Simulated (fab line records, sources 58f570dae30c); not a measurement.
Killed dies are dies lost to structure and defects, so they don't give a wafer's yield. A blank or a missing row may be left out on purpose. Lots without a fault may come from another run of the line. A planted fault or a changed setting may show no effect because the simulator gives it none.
Which tool did it? | flow berkeley_cmos170 | 7 lots, 21 wafers sampled, at 3 steps of a route of 331

WHAT THE GAUGES READ, wafer by wafer
UCB170_M1_RS_MEAS_01: measures by four-point-probe.
lot  | measured     | on            | M1_AL_RS (ohm/sq)
L590 | day 8 04:46  | film_metro-03 | 0.0482 0.0478 0.0474
L593 | day 8 22:47  | film_metro-04 | 0.0479 0.0480 0.0480
L595 | day 9 04:03  | film_metro-03 | 0.0485 0.0484 0.0487
L599 | day 9 19:54  | film_metro-04 | 0.0480 0.0484 0.0481
L601 | day 10 18:46 | film_metro-04 | 0.0486 0.0487 0.0484
L603 | day 11 05:39 | film_metro-04 | 0.0493 0.0492 0.0489
L610 | day 12 21:28 | film_metro-03 | 0.0648 0.0643 0.0639

WHICH TOOL RAN EACH LOT (tool, then ch and the chambers of the sampled wafers, then the start)
lot  | UCB170_SPACER_ETCHBACK_03         | UCB170_M1_SPUTTER_00
L590 | rie_diel-03 ch 0,3, day 7 16:24   | pvd_sputter-02, day 8 04:41
L593 | rie_diel-02 ch 0,1,3, day 8 08:22 | pvd_sputter-04, day 8 22:41
L595 | rie_diel-04 ch 0,2, day 8 16:42   | pvd_sputter-03, day 9 03:59
L599 | rie_diel-04 ch 0,1, day 9 06:25   | pvd_sputter-02, day 9 19:50
L601 | rie_diel-04 ch 1,3, day 10 07:03  | pvd_sputter-03, day 10 18:39
L603 | rie_diel-03 ch 0,1, day 10 17:20  | pvd_sputter-03, day 11 05:35
L610 | rie_diel-04 ch 0,3, day 12 08:23  | pvd_sputter-02, day 12 21:23
- UCB170_SPACER_ETCHBACK_03: etches SiO2 in CHF3/CF4/Ar, stops on Si, target depth 376 nm, time 100 s.
- UCB170_M1_SPUTTER_00: material Al, target thk 600 nm, time 80 s.

THE ANSWER, worked out from the rows above alone
Rule: what is usual is taken from the lots themselves. Put in order of their means at a reading, lots are off if they are a third of the lots or fewer, leave a main group of 4 or more, and stand apart from it by a gap of 3 or more times the standard deviation of the main group's means; of several such gaps the widest counts. A main group whose means are all the same, to the digits that the tables above print for the reading, isn't used. A lot without any number at a reading at which 4 lots or more have one is off too. The other lots that the step has rows for count as sound.
Off: L610, at UCB170_M1_RS_MEAS_01 (M1_AL_RS). The main group: mean 0.0484 ohm/sq, standard deviation 0.00044.
A tool fits if, at a process step before that reading, it ran every lot that is off, and no sound lot after the first of them. The gauges at UCB170_M1_RS_MEAS_01 are tried like those tools. Can't be told from this: 3 tools fit, rie_diel-04 at UCB170_SPACER_ETCHBACK_03, pvd_sputter-02 at UCB170_M1_SPUTTER_00, film_metro-03 at UCB170_M1_RS_MEAS_01.

WHAT THE SIMULATOR HAD PUT IN
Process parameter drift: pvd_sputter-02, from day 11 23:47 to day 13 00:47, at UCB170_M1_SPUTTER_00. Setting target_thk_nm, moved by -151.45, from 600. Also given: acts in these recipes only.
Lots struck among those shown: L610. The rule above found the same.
